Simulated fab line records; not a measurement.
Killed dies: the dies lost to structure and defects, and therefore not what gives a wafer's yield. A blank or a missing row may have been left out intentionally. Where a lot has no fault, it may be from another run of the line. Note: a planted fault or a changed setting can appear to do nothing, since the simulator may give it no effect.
fab line records	flow rit-cmos
record lots=5	wafers=15	last-day=7
route steps=202 shown PRETRO@72 GATE@75 FOX2@80 M1@202
lots with no fault: from the same line, run without faults
start-h: the number of hours between the record's first day and the start of the first shown wafer of the lot	wait-h: hours elapsed since this lot's preceding step	" unchanged from the row above	L1.1+2: several wafers, shown together as one row	- no value present, or no start provided	* or withheld: withheld	< > ~ a bound
route shown NAME@n: names a module that has steps shown in the file, with the first one's number in the route	usual: mean/standard deviation of fault-free wafers	same: alike in all rows	chamber/n: place in a boat	sites: per-site readings	_std_site: standard deviation of those values	_edge_site: inner sites' mean taken away from outer sites' mean	radius-mm: how far each site lies from the wafer's centre	mask NAME#n: copy n	behind: the most recent tool/chamber to have shaped the wafer	hold: what put the lot on hold/how long, in hours/how the hold closed	device: the n, p or np transistor that did not switch	end of line: the tests these same wafers got at the end of their route	step lacking rows: just its recipe	killed: at the first sort, the dies lost to defects and structure; wafer yield is something else	map: a wafer's dies, marking killed ones x, the rest . and places with no die _
set.NAME: setting as actually run; set.NAME@STEP: the setting as run at that earlier step	model.NAME: the simulator's own value behind a step, which no gauge read
a table for each step, a row for each wafer; lots at some steps of the route
services: the hour from which a tool's chamber was out of use, counted from the record's first day as start-h (under 0 if before that day), plus the number of hours and why
## steps
# step RIT_PRETRO_IMPLANT_08
# recipe species=B	energy-kev=45.46	dose-cm2=1.2e+13	tilt-deg=7
# step RIT_PRETRO_STRIP_09
# recipe chemistry=O2	time-s=180	resist=NOVOLAK	platen-temp-c=withheld	power-w=500	pressure-mtorr=4000	o2-flow-sccm=4000
# usual chamber-pressure-mTorr=4000/3.5	drypump-motor-current-A=5.6/0.4
lot.wafer	tool	chamber	start-h	wait-h	chamber-pressure-mTorr	drypump-motor-current-A	rf-hours-counter-h
L334.2	plasma-asher-02	1	33.26	0.1	4008	5.4	38
L334.3	"	1	"	"	4003	5.4	-
L334.6	"	1	"	"	4000	5.5	-
L340.2	plasma-asher-02	1	62.90	0.1	4004	5.4	41
L340.4	"	0	"	"	4009	6.4	-
L340.5	"	1	"	"	3997	5.4	-
L342.1	plasma-asher-04	0	73.32	0.1	3999	5.3	28
L342.3	"	0	"	"	4001	5.3	-
L342.6	"	0	"	"	3999	5.3	-
L352.1	plasma-asher-02	0	125.56	0.1	3996	6.4	48
L352.4	"	0	"	"	3999	6.4	-
L352.6	"	1	"	"	4003	5.5	-
L355.1	plasma-asher-02	0	138.56	0.1	4000	6.4	49
L355.3	"	1	"	"	4001	5.5	-
L355.4	"	0	"	"	4002	6.4	-
# step RIT_PRETRO_TW_MEAS_10
# usual PRETRO_TW=479/6.2
lot.wafer	tool	chamber	start-h	wait-h	PRETRO_TW
L334.2	film-metro-01	-	33.45	0.1	488
L334.3	"	-	"	"	485
L334.6	"	-	"	"	487
L340.2	film-metro-01	-	63.09	0.1	481
L340.4	"	-	"	"	481
L340.5	"	-	"	"	482
L342.1	film-metro-04	-	73.50	0.1	468
L342.3	"	-	"	"	467
L342.6	"	-	"	"	467
L352.1	film-metro-02	-	125.74	0.1	481
L352.4	"	-	"	"	479
L352.6	"	-	"	"	482
L355.1	film-metro-02	-	138.73	0.1	480
L355.3	"	-	"	"	477
L355.4	"	-	"	"	479
# step RIT_GATE_WET_ETCH_00
# recipe chemistry=BOE	target=SiO2	target-depth-nm=56	time-s=60	dry=n2-spin	dilution=10:1	temp-c=21.5
# step RIT_GATE_CLEAN_01
# recipe chemistry=SC1	mix=3:3:50	time-s=600	temp-c=75
# step RIT_GATE_CLEAN_02
# recipe chemistry=dHF	dilution=50:1	time-s=30
# step RIT_GATE_CLEAN_03
# recipe chemistry=SC2	mix=3:3:50	time-s=600	temp-c=75	dry=n2-spin
# step RIT_GATE_CLEAN_04
# recipe chemistry=dHF	dilution=50:1	time-s=60	dry=n2-spin
# step RIT_FOX2_THK_MEAS_91
# recipe reads=SiO2_of_FOX2_OXIDATION_00
# usual FIELD_OXIDE_LEFT_2_THK=253/8.2
lot.wafer	tool	chamber	start-h	wait-h	FIELD_OXIDE_LEFT_2_THK[nm]
L334.2	film-metro-01	-	33.96	0.0	245
L334.3	"	-	"	"	245
L334.6	"	-	"	"	247
L340.2	film-metro-01	-	63.56	0.0	260
L340.4	"	-	"	"	266
L340.5	"	-	"	"	266
L342.1	film-metro-02	-	73.98	0.0	265
L342.3	"	-	"	"	273
L342.6	"	-	"	"	272
L352.1	film-metro-02	-	126.22	0.0	253
L352.4	"	-	"	"	253
L352.6	"	-	"	"	247
L355.1	film-metro-01	-	139.21	0.0	254
L355.3	"	-	"	"	254
L355.4	"	-	"	"	250
# step RIT_GATE_OXIDATION_05
# recipe temp-c=900	ambient=O2	target-thk-a=30	ox-time-s=270
# step RIT_GATE_ANNEAL_06
# recipe temp-c=900	time-s=600	ambient=N2O
# step RIT_GATE_THK_MEAS_07
# recipe reads=SiO2_of_GATE_OXIDATION_05
# usual GATE_OXIDE_THK=2.99/0.054
lot.wafer	tool	chamber	start-h	wait-h	GATE_OXIDE_THK[nm]
L334.2	film-metro-02	-	38.10	0.0	2.90
L334.3	"	-	"	"	3.07
L334.6	"	-	"	"	2.96
L340.2	film-metro-03	-	66.42	0.0	2.99
L340.4	"	-	"	"	2.96
L340.5	"	-	"	"	2.94
L342.1	film-metro-02	-	76.63	0.0	2.98
L342.3	"	-	"	"	2.99
L342.6	"	-	"	"	3.00
L352.1	film-metro-02	-	127.60	0.0	2.99
L352.4	"	-	"	"	2.91
L352.6	"	-	"	"	2.95
L355.1	film-metro-03	-	143.53	0.0	2.95
L355.3	"	-	"	"	3.02
L355.4	"	-	"	"	3.05
# step RIT_GATE_CVD_08
# recipe material=poly-Si	target-thk-nm=250	temp-c=610	precursor=SiH4	time-s=2220	pressure-mtorr=300	sih4-flow-sccm=100
# usual spike-tc-centre-C=612.6/1.3	spike-tc-load-C=632/3.1	spike-tc-source-C=632.5/2.2	susceptor-temp-C=610.08/0.28
lot.wafer	tool	chamber	start-h	wait-h	spike-tc-centre-C	spike-tc-load-C	spike-tc-source-C	susceptor-temp-C	model.poly-Si_of_GATE_CVD_08.thk-nm
L334.2	lpcvd-02	0	38.15	0.0	613.7	640	632.6	610.10	248.8
L334.3	"	0	"	"	613.7	639	631.7	610.28	248.4
L334.6	"	0	"	"	613.0	639	631.8	610.56	247.2
L340.2	lpcvd-01	0	66.47	0.0	627.1	651	645.0	624.84	358.7
L340.4	"	0	"	"	625.7	648	644.8	625.42	358
L340.5	"	0	"	"	625.3	650	643.4	625.65	356.3
L342.1	lpcvd-02	1	76.69	0.1	614.3	629	635.1	609.60	248.1
L342.3	"	1	"	"	612.9	631	634.8	609.82	247.8
L342.6	"	1	"	"	611.6	630	633.8	610.54	250.6
L352.1	lpcvd-01	1	127.85	0.2	611.5	630	631.4	610.39	253
L352.4	"	1	"	"	613.0	629	632.1	610.43	253.4
L352.6	"	1	"	"	612.8	629	633.3	610.27	255.9
L355.1	lpcvd-02	1	143.59	0.1	613.3	630	635.2	609.84	251.6
L355.3	"	1	"	"	613.3	632	634.8	609.97	249.2
L355.4	"	1	"	"	612.5	631	636.3	610.13	248.2
# step RIT_GATE_THK_MEAS_09
# recipe reads=poly-Si_of_GATE_CVD_08
# usual GATE_POLY_THK=250.5/2.6
lot.wafer	tool	chamber	start-h	wait-h	GATE_POLY_THK[nm]
L334.2	film-metro-01	-	40.58	0.0	249.1
L334.3	"	-	"	"	248.5
L334.6	"	-	"	"	247.2
L340.2	film-metro-03	-	68.09	0.0	358.7
L340.4	"	-	"	"	357.9
L340.5	"	-	"	"	356.2
L342.1	film-metro-02	-	79.11	0.0	248.2
L342.3	"	-	"	"	247.7
L342.6	"	-	"	"	250.5
L352.1	film-metro-01	-	129.47	0.0	252.8
L352.4	"	-	"	"	253.3
L352.6	"	-	"	"	255.9
L355.1	film-metro-01	-	145.21	0.0	251.6
L355.3	"	-	"	"	249.2
L355.4	"	-	"	"	248.2
# step RIT_GATE_HMDS_10
# recipe prime-time-s=60	prime-temp-c=140
# step RIT_GATE_COAT_11
# recipe resist=NOVOLAK	spin-rpm=4332	resist-thk-nm=850
# step RIT_GATE_SOFTBAKE_12
# recipe resist=NOVOLAK	temp-c=90	time-s=60
# step RIT_GATE_EXPOSE_13
# recipe mask-id=M6	na=0.6	source-shape=conventional	sigma-outer=0.6	target-cd-nm=150	dose-mj=380
# step RIT_GATE_PEB_14
# recipe resist=NOVOLAK	temp-c=withheld	time-s=withheld
# step RIT_GATE_DEVELOP_15
# recipe resist=NOVOLAK	develop-time-s=50	dev-temp-c=23
# step RIT_GATE_CD_MEAS_16
# recipe target-cd-nm=150
# usual cd-nm=148.2/2
lot.wafer	tool	chamber	start-h	wait-h	cd-nm
L334.2	cd-sem-02	-	41.50	-	149.3
L334.3	"	-	"	"	149.1
L334.6	"	-	"	"	148.4
L340.2	cd-sem-02	-	69.01	-	146.5
L340.4	"	-	"	"	150.7
L340.5	"	-	"	"	149.3
L342.1	cd-sem-02	-	80.02	-	146.5
L342.3	"	-	"	"	148.2
L342.6	"	-	"	"	147.2
L352.1	cd-sem-01	-	130.70	-	147.0
L352.4	"	-	"	"	146.0
L352.6	"	-	"	"	148.0
L355.1	cd-sem-01	-	146.25	-	151.3
L355.3	"	-	"	"	147.0
L355.4	"	-	"	"	148.9
# step RIT_GATE_OVL_MEAS_17
# usual GATE_OVL=-0.7/1.6
lot.wafer	tool	chamber	start-h	wait-h	GATE_OVL[nm]
L334.2	overlay-01	-	41.61	0.1	-2.2
L334.3	"	-	"	"	-2.9
L334.6	"	-	"	"	-1.3
L340.2	overlay-01	-	69.12	0.1	0.1
L340.4	"	-	"	"	0.4
L340.5	"	-	"	"	0.5
L342.1	overlay-02	-	80.14	0.1	0.8
L342.3	"	-	"	"	-1.3
L342.6	"	-	"	"	-2.3
L352.1	overlay-01	-	130.82	0.1	-3.6
L352.4	"	-	"	"	-2.1
L352.6	"	-	"	"	-1.4
L355.1	overlay-02	-	146.37	0.1	-1.6
L355.3	"	-	"	"	-0.7
L355.4	"	-	"	"	-0.7
# step RIT_GATE_HARDBAKE_18
# recipe resist=NOVOLAK	temp-c=140	time-s=60
# step RIT_GATE_ETCH_19
# recipe chemistry=SF6/CHF3/O2	time-s=165	SF6_flow_sccm=30	CHF3_flow_sccm=30	O2_flow_sccm=5	target=poly-Si	pressure-mtorr=40	rf-w=160	target-depth-a=3125	over-etch-frac=0.25	stop-on=SiO2
# usual chamber-pressure-mTorr=40.00/0.035	drypump-motor-current-A=5.7/0.46	oes-product-au=0.840/0.013	rf-fwd-power-W=159.5/0.5	throttle-valve-pct=10.21/0.16
# same over-etch-frac=0.25
lot.wafer	tool	chamber	start-h	wait-h	chamber-pressure-mTorr	drypump-motor-current-A	oes-product-au	rf-fwd-power-W	rf-hours-counter-h	throttle-valve-pct	model.etch.depth-nm	model.GATE.feature-depth-nm
L334.2	rie-si-01	3	41.79	0.1	40.02	5.0	0.824	159.1	46	10.17	248.8	248.8
L334.3	"	1	"	"	39.99	5.6	0.816	159.8	85	9.99	248.4	248.4
L334.6	"	3	"	"	39.94	5.0	0.820	158.7	-	10.16	247.2	247.2
L340.2	rie-si-01	1	69.30	0.1	39.96	5.7	1.012	159.5	85	10.00	327.7	327.7
L340.4	"	3	"	"	39.99	5.0	0.945	158.9	-	10.17	298.1	298.1
L340.5	"	0	"	"	40.06	5.7	1.003	159.7	-	10.03	307.7	307.7
L342.1	rie-si-01	3	80.33	0.1	40.00	5.0	0.821	159.1	46	10.18	248.1	248.1
L342.3	"	0	"	"	39.99	5.7	0.835	159.5	76	10.01	247.8	247.8
L342.6	"	0	"	"	39.98	5.7	0.860	159.4	-	10.02	250.6	250.6
L352.1	rie-si-01	3	131.01	0.1	40.04	5.0	0.834	158.7	47	10.19	253	253
L352.4	"	0	"	"	39.99	5.7	0.863	159.5	76	10.03	253.4	253.4
L352.6	"	1	"	"	39.97	5.7	0.832	160.3	-	10.00	255.9	255.9
L355.1	rie-si-02	3	146.55	0.1	39.90	5.4	0.850	159.8	49	10.19	251.6	251.6
L355.3	"	1	"	"	40.01	5.9	0.836	158.8	1	10.37	249.2	249.2
L355.4	"	0	"	"	39.96	6.7	0.850	160.3	4	10.46	248.2	248.2
# step RIT_GATE_STRIP_20
# recipe chemistry=O2	time-s=180	resist=NOVOLAK	platen-temp-c=withheld	power-w=500	pressure-mtorr=4000	o2-flow-sccm=4000
# usual chamber-pressure-mTorr=4000/3.7	drypump-motor-current-A=5.7/0.44
lot.wafer	tool	chamber	start-h	wait-h	chamber-pressure-mTorr	drypump-motor-current-A	rf-hours-counter-h
L334.2	plasma-asher-02	0	41.89	0.1	3999	6.4	38
L334.3	"	1	"	"	4004	5.5	-
L334.6	"	0	"	"	4008	6.4	-
L340.2	plasma-asher-02	0	69.41	0.1	4003	6.4	42
L340.4	"	1	"	"	4000	5.5	-
L340.5	"	1	"	"	3998	5.5	-
L342.1	plasma-asher-01	0	80.44	0.1	3999	5.4	44
L342.3	"	0	"	"	3997	5.4	-
L342.6	"	0	"	"	3995	5.4	-
L352.1	plasma-asher-02	1	131.12	0.1	3999	5.5	48
L352.4	"	0	"	"	4004	6.4	-
L352.6	"	0	"	"	3999	6.4	-
L355.1	plasma-asher-01	0	146.66	0.1	4001	5.4	3
L355.3	"	1	"	"	4001	5.5	-
L355.4	"	0	"	"	3999	5.4	-
# step RIT_M1_PROBE_99
# usual killed_at_M0_to_M3=0.0/0.14	killed-at-front-end=6.6/2.7	killed-dies=6.7/2.7	killed-on-rim=1.8/1.3	killed-open=3.5/1.9	killed-short=3.1/1.8
# same gross-dies=264	killed_at_M4_up=0	killed-at-back-side=0	killed-at-contacts=0	killed-at-other=0
lot.wafer	tool	chamber	start-h	wait-h	killed_at_M0_to_M3	killed-at-front-end	killed-dies	killed-on-rim	killed-open	killed-short
L340.2	prober-01	-	90.29	0.1	0	264	264	70	2	2
L340.4	prober-01	-	90.39	0.2	0	264	264	70	4	3
L340.5	prober-01	-	90.44	0.2	0	264	264	70	1	0
# killed by level:class
L340.2 GATE:area-etch=260 GATE:geometric-particle:short=2 FOX2:geometric-particle:open=1 REOX:geometric-particle:open=1
L340.4 GATE:area-etch=257 GATE:geometric-particle:short=3 GATE:geometric-particle:open=3 SILICIDE:geometric-particle:open=1
L340.5 GATE:area-etch=263 SILICIDE:geometric-particle:open=1
# map L340.2 (x killed, . not)
________xxxxxxx_______
_____xxxxxxxxxxxxx____
____xxxxxxxxxxxxxxx___
___xxxxxxxxxxxxxxxxx__
__xxxxxxxxxxxxxxxxxxx_
__xxxxxxxxxxxxxxxxxxx_
_xxxxxxxxxxxxxxxxxxxxx
_xxxxxxxxxxxxxxxxxxxxx
_xxxxxxxxxxxxxxxxxxxxx
_xxxxxxxxxxxxxxxxxxxxx
__xxxxxxxxxxxxxxxxxxx_
__xxxxxxxxxxxxxxxxxxx_
___xxxxxxxxxxxxxxxxx__
____xxxxxxxxxxxxxxx___
_____xxxxxxxxxxxxx____
________xxxxxxx_______
# map L352.4 (x killed, . not)
________......._______
_____.............____
____...............___
___.................__
__..................._
__..................._
_................x....
_...x.................
_.....................
_.............x.......
__..................._
__..................x_
___.................__
____...............___
_____...........x.____
________..x...._______
## services
tool	chamber	start-h	hours	kind
lpcvd-01	-	20.01	0.7	repair
rie-si-02	1	29.29	-	clean
rie-si-02	1	29.29	14.8	scheduled-down
rie-si-02	1	29.29	14.8	vent-cycle
lpcvd-02	-	35.14	2.6	repair
rie-si-01	2	36.80	-	clean
rie-si-01	2	36.80	32.7	scheduled-down
rie-si-01	2	36.80	32.7	vent-cycle
lpcvd-02	-	53.26	6.0	pm
rie-si-01	0	65.01	3.8	repair
rie-si-01	3	91.23	8.8	repair
plasma-asher-01	-	105.73	1.2	repair
plasma-asher-01	-	108.75	9.0	pm
plasma-asher-01	0	108.75	9.0	vent-cycle
plasma-asher-01	1	108.75	9.0	vent-cycle
plasma-asher-01	0	117.75	-	clean
plasma-asher-01	1	117.75	-	clean
lpcvd-02	-	134.99	0.3	repair
## key
first-sign step=RIT_GATE_CVD_08	reading=susceptor-temp-C	direction=up	sigmas=54	usual=*	struck=*
effect step=RIT_GATE_CVD_08	reading=spike-tc-centre-C	direction=up	sigmas=10	usual=612.6	struck=626.1
effect step=RIT_GATE_THK_MEAS_09	reading=GATE_POLY_THK	direction=up	sigmas=42	usual=250.5	struck=357.6
effect step=RIT_GATE_ETCH_19	reading=oes-product-au	direction=up	sigmas=11	usual=0.840	struck=0.986
effect step=RIT_M1_PROBE_99	reading=killed-at-front-end	direction=up	sigmas=95	usual=6.6	struck=264
model-effect step=RIT_GATE_CVD_08	value=poly-Si_of_GATE_CVD_08.thk-nm	without=252.5	struck=357.7
model-effect step=RIT_GATE_ETCH_19	value=etch.depth-nm	without=252.5	struck=311.2
more-kills-born-at RIT_GATE_ETCH_19@rie-si-01=780
met-at RIT_GATE_CVD_08
struck-wafers L340.2,L340.4,L340.5
later-rows-left-out L340.2,L340.4,L340.5
tester-left-out L340
fault kind=process-parameter-drift	tool=lpcvd-01	chamber=0	onset-h=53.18	steps=RIT_GATE_CVD_08	channel=temp-c	offset=*	shape=step	end-h=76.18	acts-in=*	stated=*
# tester-left-out: of these lots the tester's yield and bins aren't shown, on N5 and GAA mostly nor the transistor test; their killed dies are dies lost to structure and defects alone, not to doping, threshold or leakage, so they don't give the yield
# later-rows-left-out: the simulator's readings of these wafers behind a module that went badly wrong aren't trusted and aren't shown, but for the sort
